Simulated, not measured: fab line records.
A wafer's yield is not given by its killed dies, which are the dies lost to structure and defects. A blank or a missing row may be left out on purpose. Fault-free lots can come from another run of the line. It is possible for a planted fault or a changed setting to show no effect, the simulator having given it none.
Split-lot experiment || flow rit cmos || route with 202 steps; 5 lots, 23 wafers read

== THE SPLIT ==
At RIT_ACTIVE_OXIDATION_01 (target thk 46.8 nm, ox time 3360 s), the setting temp c was moved away from the recipe's 1000 C on 10 of the 23 wafers read, by -0.9% to +2.2%. The other wafers ran this setting at the recipe's value.

No step appears in the file between the split and the reading.

== THE READING ==
ACTIVE_OXIDE_THK in nanometres, read at RIT_ACTIVE_THK_MEAS_02. Fault-free wafers of this fab line usually give 46.6 nm, standard deviation 0.8 nm.

{"wafer": "L074.1", "tool, chamber at the split": "-, -", "temp c as run, C": 1000, "against the recipe": "recipe", "ACTIVE_OXIDE_THK, nm": 47.5, "against lot-mates on the recipe": "-"}
{"wafer": "L074.2", "tool, chamber at the split": "-, -", "temp c as run, C": 1000, "against the recipe": "recipe", "ACTIVE_OXIDE_THK, nm": 47.2, "against lot-mates on the recipe": "-"}
{"wafer": "L074.3", "tool, chamber at the split": "-, -", "temp c as run, C": 1000, "against the recipe": "recipe", "ACTIVE_OXIDE_THK, nm": 47.0, "against lot-mates on the recipe": "-"}
{"wafer": "L074.5", "tool, chamber at the split": "-, -", "temp c as run, C": 1000, "against the recipe": "recipe", "ACTIVE_OXIDE_THK, nm": 47.3, "against lot-mates on the recipe": "-"}
{"wafer": "L074.6", "tool, chamber at the split": "-, -", "temp c as run, C": 1000, "against the recipe": "recipe", "ACTIVE_OXIDE_THK, nm": 47.6, "against lot-mates on the recipe": "-"}
{"wafer": "L078.1", "tool, chamber at the split": "-, -", "temp c as run, C": 991.1, "against the recipe": "-0.9%", "ACTIVE_OXIDE_THK, nm": 42.5, "against lot-mates on the recipe": "no lot-mate on the recipe"}
{"wafer": "L078.3", "tool, chamber at the split": "-, -", "temp c as run, C": 991.1, "against the recipe": "-0.9%", "ACTIVE_OXIDE_THK, nm": 42.9, "against lot-mates on the recipe": "no lot-mate on the recipe"}
{"wafer": "L078.4", "tool, chamber at the split": "-, -", "temp c as run, C": 991.1, "against the recipe": "-0.9%", "ACTIVE_OXIDE_THK, nm": 43.3, "against lot-mates on the recipe": "no lot-mate on the recipe"}
{"wafer": "L078.5", "tool, chamber at the split": "-, -", "temp c as run, C": 991.1, "against the recipe": "-0.9%", "ACTIVE_OXIDE_THK, nm": 42.8, "against lot-mates on the recipe": "no lot-mate on the recipe"}
{"wafer": "L078.6", "tool, chamber at the split": "-, -", "temp c as run, C": 991.1, "against the recipe": "-0.9%", "ACTIVE_OXIDE_THK, nm": 43.6, "against lot-mates on the recipe": "no lot-mate on the recipe"}
{"wafer": "L079.1", "tool, chamber at the split": "furnace-02, 0", "temp c as run, C": 1000, "against the recipe": "recipe", "ACTIVE_OXIDE_THK, nm": 48.1, "against lot-mates on the recipe": "-"}
{"wafer": "L079.4", "tool, chamber at the split": "furnace-02, 0", "temp c as run, C": 1000, "against the recipe": "recipe", "ACTIVE_OXIDE_THK, nm": 47.0, "against lot-mates on the recipe": "-"}
{"wafer": "L079.5", "tool, chamber at the split": "furnace-02, 0", "temp c as run, C": 1000, "against the recipe": "recipe", "ACTIVE_OXIDE_THK, nm": 47.8, "against lot-mates on the recipe": "-"}
{"wafer": "L082.2", "tool, chamber at the split": "-, -", "temp c as run, C": 1000, "against the recipe": "recipe", "ACTIVE_OXIDE_THK, nm": 47.4, "against lot-mates on the recipe": "-"}
{"wafer": "L082.3", "tool, chamber at the split": "-, -", "temp c as run, C": 1000, "against the recipe": "recipe", "ACTIVE_OXIDE_THK, nm": 46.1, "against lot-mates on the recipe": "-"}
{"wafer": "L082.4", "tool, chamber at the split": "-, -", "temp c as run, C": 1000, "against the recipe": "recipe", "ACTIVE_OXIDE_THK, nm": 45.8, "against lot-mates on the recipe": "-"}
{"wafer": "L082.5", "tool, chamber at the split": "-, -", "temp c as run, C": 1000, "against the recipe": "recipe", "ACTIVE_OXIDE_THK, nm": 46.6, "against lot-mates on the recipe": "-"}
{"wafer": "L082.6", "tool, chamber at the split": "-, -", "temp c as run, C": 1000, "against the recipe": "recipe", "ACTIVE_OXIDE_THK, nm": 46.4, "against lot-mates on the recipe": "-"}
{"wafer": "L085.1", "tool, chamber at the split": "-, -", "temp c as run, C": 1022, "against the recipe": "+2.2%", "ACTIVE_OXIDE_THK, nm": 55.7, "against lot-mates on the recipe": "no lot-mate on the recipe"}
{"wafer": "L085.2", "tool, chamber at the split": "-, -", "temp c as run, C": 1022, "against the recipe": "+2.2%", "ACTIVE_OXIDE_THK, nm": 55.6, "against lot-mates on the recipe": "no lot-mate on the recipe"}
{"wafer": "L085.3", "tool, chamber at the split": "-, -", "temp c as run, C": 1022, "against the recipe": "+2.2%", "ACTIVE_OXIDE_THK, nm": 56.2, "against lot-mates on the recipe": "no lot-mate on the recipe"}
{"wafer": "L085.4", "tool, chamber at the split": "-, -", "temp c as run, C": 1022, "against the recipe": "+2.2%", "ACTIVE_OXIDE_THK, nm": 56.0, "against lot-mates on the recipe": "no lot-mate on the recipe"}
{"wafer": "L085.6", "tool, chamber at the split": "-, -", "temp c as run, C": 1022, "against the recipe": "+2.2%", "ACTIVE_OXIDE_THK, nm": 56.5, "against lot-mates on the recipe": "no lot-mate on the recipe"}

THE FIT
A straight line over all 23 wafers: ACTIVE_OXIDE_THK changes by +4.16 nm for each +1% of temp c; r = +0.99; the points scatter about the line by 0.59 nm.
Too few moved wafers have a lot-mate on the recipe to fit a line with each lot's own level taken away.

== THE WHOLE CHAIN: every reading that the file lists as answering this split, in the file's order ==
{"step": "RIT_ACTIVE_OXIDATION_01", "what it does": "target thk 46.8 nm, ox time 3360 s", "reading": "SiO2_of_ACTIVE_OXIDATION_01.thk nm (the simulator's own value, which no gauge read)", "change (the file's fit)": "+4.17 nm for each +1% of the setting", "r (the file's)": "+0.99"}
{"step": "RIT_ACTIVE_THK_MEAS_02", "what it does": "", "reading": "ACTIVE_OXIDE_THK", "change (the file's fit)": "+4.16 for each +1% of the setting", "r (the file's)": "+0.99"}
{"step": "RIT_ACTIVE_ETCH_13", "what it does": "etches Si3N4 in SF6, stops on SiO2, time 210 s, target depth 210 nm", "reading": "SiO2_of_ACTIVE_OXIDATION_01.thk nm (the simulator's own value, which no gauge read)", "change (the file's fit)": "+4.77 nm for each +1% of the setting", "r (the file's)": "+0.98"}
{"step": "RIT_FOX2_WET_ETCH_03", "what it does": "etches Si3N4 in H3PO4, target depth 195 nm, time 2700 s", "reading": "SiO2_of_ACTIVE_OXIDATION_01.thk nm (the simulator's own value, which no gauge read)", "change (the file's fit)": "+3.93 nm for each +1% of the setting", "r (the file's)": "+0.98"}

== THE FILE'S OWN FIT ==
ACTIVE_OXIDE_THK changes by +4.16 nm for each +1% of temp c, r = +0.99.
